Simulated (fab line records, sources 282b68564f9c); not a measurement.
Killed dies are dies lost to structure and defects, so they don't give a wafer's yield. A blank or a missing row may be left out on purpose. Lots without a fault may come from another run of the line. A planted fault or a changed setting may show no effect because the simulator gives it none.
Split-lot experiment | flow rit_cmos | 5 lots, 23 wafers read, on a route of 202 steps

THE SPLIT
At RIT_GATE_OXIDATION_05 (target thk 3 nm, ox time 270 s), the setting ox_time_s was moved away from the recipe's 270 s on 20 of the 23 wafers read, by +5.0% to +14.1%. The other wafers ran this setting at the recipe's value.

The reading is taken at the split's own step.

THE READING
SiO2_of_GATE_OXIDATION_05.thk_nm (the simulator's own value, which no gauge read), in nm, at RIT_GATE_OXIDATION_05 (target thk 3 nm, ox time 270 s). The file gives no usual value for it. The 3 wafers here that ran the recipe average 3.093 nm, standard deviation 0.018 nm.

wafer  | tool, chamber at the split | ox_time_s as run, s | against the recipe | SiO2_of_GATE_OXIDATION_05.thk_nm, nm | against lot-mates on the recipe
L076.1 | -, -                       | 283.4               | +5.0%              | 3.131                                | no lot-mate on the recipe
L076.2 | -, -                       | 283.4               | +5.0%              | 3.101                                | no lot-mate on the recipe
L076.3 | -, -                       | 283.4               | +5.0%              | 3.1                                  | no lot-mate on the recipe
L076.4 | -, -                       | 283.4               | +5.0%              | 3.114                                | no lot-mate on the recipe
L076.5 | -, -                       | 283.4               | +5.0%              | 3.112                                | no lot-mate on the recipe
L077.1 | -, -                       | 295.8               | +9.6%              | 3.21                                 | no lot-mate on the recipe
L077.3 | -, -                       | 295.8               | +9.6%              | 3.188                                | no lot-mate on the recipe
L077.4 | -, -                       | 295.8               | +9.6%              | 3.157                                | no lot-mate on the recipe
L077.5 | -, -                       | 295.8               | +9.6%              | 3.196                                | no lot-mate on the recipe
L077.6 | -, -                       | 295.8               | +9.6%              | 3.203                                | no lot-mate on the recipe
L078.1 | -, -                       | 308.1               | +14.1%             | 3.309                                | no lot-mate on the recipe
L078.2 | -, -                       | 308.1               | +14.1%             | 3.321                                | no lot-mate on the recipe
L078.3 | -, -                       | 308.1               | +14.1%             | 3.269                                | no lot-mate on the recipe
L078.4 | -, -                       | 308.1               | +14.1%             | 3.297                                | no lot-mate on the recipe
L078.5 | -, -                       | 308.1               | +14.1%             | 3.334                                | no lot-mate on the recipe
L079.1 | furnace-03, 0              | 270                 | recipe             | 3.093                                | -
L079.5 | furnace-03, 0              | 270                 | recipe             | 3.115                                | -
L079.6 | furnace-03, 0              | 270                 | recipe             | 3.07                                 | -
L082.1 | -, -                       | 283.9               | +5.1%              | 3.139                                | no lot-mate on the recipe
L082.2 | -, -                       | 283.9               | +5.1%              | 3.112                                | no lot-mate on the recipe
L082.3 | -, -                       | 283.9               | +5.1%              | 3.13                                 | no lot-mate on the recipe
L082.4 | -, -                       | 283.9               | +5.1%              | 3.143                                | no lot-mate on the recipe
L082.6 | -, -                       | 283.9               | +5.1%              | 3.102                                | no lot-mate on the recipe

THE FIT
A straight line over all 23 wafers: SiO2_of_GATE_OXIDATION_05.thk_nm changes by +0.0165 nm for each +1% of ox_time_s; r = +0.93; the points scatter about the line by 0.03 nm.
Too few moved wafers have a lot-mate on the recipe to fit a line with each lot's own level taken away.

THE FILE'S OWN FIT
SiO2_of_GATE_OXIDATION_05.thk_nm changes by +0.0165 nm for each +1% of ox_time_s, r = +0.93.
